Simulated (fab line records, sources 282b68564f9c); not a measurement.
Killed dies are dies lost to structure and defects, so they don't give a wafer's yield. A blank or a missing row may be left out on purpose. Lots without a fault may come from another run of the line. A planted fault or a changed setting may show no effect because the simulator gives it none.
Which tool did it? | flow rit_cmos | 14 lots, 42 wafers sampled, at 1 step of a route of 202

WHAT THE GAUGES READ, wafer by wafer
The record holds no reading of a measuring or inspecting step that can be judged against a usual standard deviation.

WHICH TOOL RAN EACH LOT (tool, then ch and the chambers of the sampled wafers, then the start)
lot  | RIT_GATE_ETCH_19
L967 | rie_si-01 ch 0,2,3, day 2 20:49
L968 | rie_si-02 ch 0,1,3, day 3 02:44
L969 | rie_si-01 ch 0,3, day 3 06:07
L970 | rie_si-02 ch 0,3, day 3 13:11
L971 | rie_si-01 ch 0,3, day 3 14:46
L972 | rie_si-02 ch 1,2, day 3 19:35
L974 | rie_si-01 ch 2,3, day 4 04:38
L975 | rie_si-01 ch 1,3, day 4 07:16
L976 | rie_si-02 ch 0,2, day 4 18:41
L977 | rie_si-01 ch 0,2,3, day 4 21:07
L978 | rie_si-02 ch 0,1,2, day 5 02:07
L979 | rie_si-01 ch 0,1,3, day 5 07:27
L983 | rie_si-01 ch 2,3, day 5 21:49
L985 | rie_si-01 ch 1,2, day 6 16:43
- RIT_GATE_ETCH_19: etches poly-Si in SF6/CHF3/O2, stops on SiO2, time 165 s, target depth 312.5 nm.

WHAT THE TOOLS THEMSELVES READ (means of the sampled wafers that have a number; where no wafer has one, the mark that the record gives instead)
RIT_GATE_ETCH_19.
lot  | tool      | CHF3_flow_sccm (sccm) | drypump_motor_current_A (A) | oes_product_au (a.u.) | rf_fwd_power_W (W) | throttle_valve_pct (%)
L967 | rie_si-01 | 30.07                 | 5.7                         | 0.849                 | 159.0              | 10.27
L968 | rie_si-02 | 29.98                 | 6.1                         | 0.846                 | 159.9              | 10.36
L969 | rie_si-01 | 30.05                 | 5.3                         | 0.849                 | 158.8              | 10.28
L970 | rie_si-02 | 30.02                 | 6.1                         | 0.829                 | 159.1              | 10.44
L971 | rie_si-01 | 30.00                 | 5.6                         | 0.860                 | 159.5              | 10.32
L972 | rie_si-02 | 30.08                 | 6.1                         | 0.839                 | 159.3              | 10.42
L974 | rie_si-01 | 29.90                 | 6.1                         | 0.850                 | 159.7              | 10.27
L975 | rie_si-01 | 29.88                 | 5.8                         | 0.859                 | 159.9              | 10.25
L976 | rie_si-02 | 29.96                 | 5.8                         | 0.852                 | 159.5              | 10.24
L977 | rie_si-01 | 30.01                 | 5.6                         | 0.858                 | 159.3              | 10.27
L978 | rie_si-02 | 30.06                 | 6.0                         | 0.847                 | 159.4              | 10.32
L979 | rie_si-01 | 29.97                 | 5.5                         | 0.852                 | 159.5              | 10.21
L983 | rie_si-01 | 30.11                 | 6.0                         | 0.855                 | 185.3              | 10.31
L985 | rie_si-01 | 30.05                 | 5.9                         | 0.841                 | 185.0              | 10.15

THE ANSWER, worked out from the rows above alone
Rule: what is usual is taken from the lots themselves. Put in order of their means at a reading, lots are off if they are a third of the lots or fewer, leave a main group of 4 or more, and stand apart from it by a gap of 3 or more times the standard deviation of the main group's means; of several such gaps the widest counts. A main group whose means are all the same, to the digits that the tables above print for the reading, isn't used. A lot without any number at a reading at which 4 lots or more have one is off too. The other lots that the step has rows for count as sound. The gauges are gone through in route order, then the tools' own readings, and for those a lot's mean is taken as printed above. The first step at which some lot is off is used, and at that step the reading that is off furthest; a lot without a number counts as furthest.
Off: L983, L985, at RIT_GATE_ETCH_19 (rf_fwd_power_W). The main group: mean 159.4 W, standard deviation 0.32.
A tool fits if, at that step or a process step before it, it ran every lot that is off, and no sound lot after the first of them. One fits: rie_si-01 at RIT_GATE_ETCH_19. Its last sound lot is L979 (day 5 07:27), its first lot that is off L983 (day 5 21:49): a fault that began between those two fits.
The tool's own readings at RIT_GATE_ETCH_19 bear it out: on the lots that are off they differ by more than 5 times the standard deviation of the sound lots' means. rf_fwd_power_W reads 185.2 W there against 159.4 W on the sound lots.

WHAT THE SIMULATOR HAD PUT IN
Process parameter drift: rie_si-01, from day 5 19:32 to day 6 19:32, at RIT_GATE_ETCH_19. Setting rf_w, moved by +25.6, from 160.
Lots struck among those shown: L983, L985. The rule above found the same.
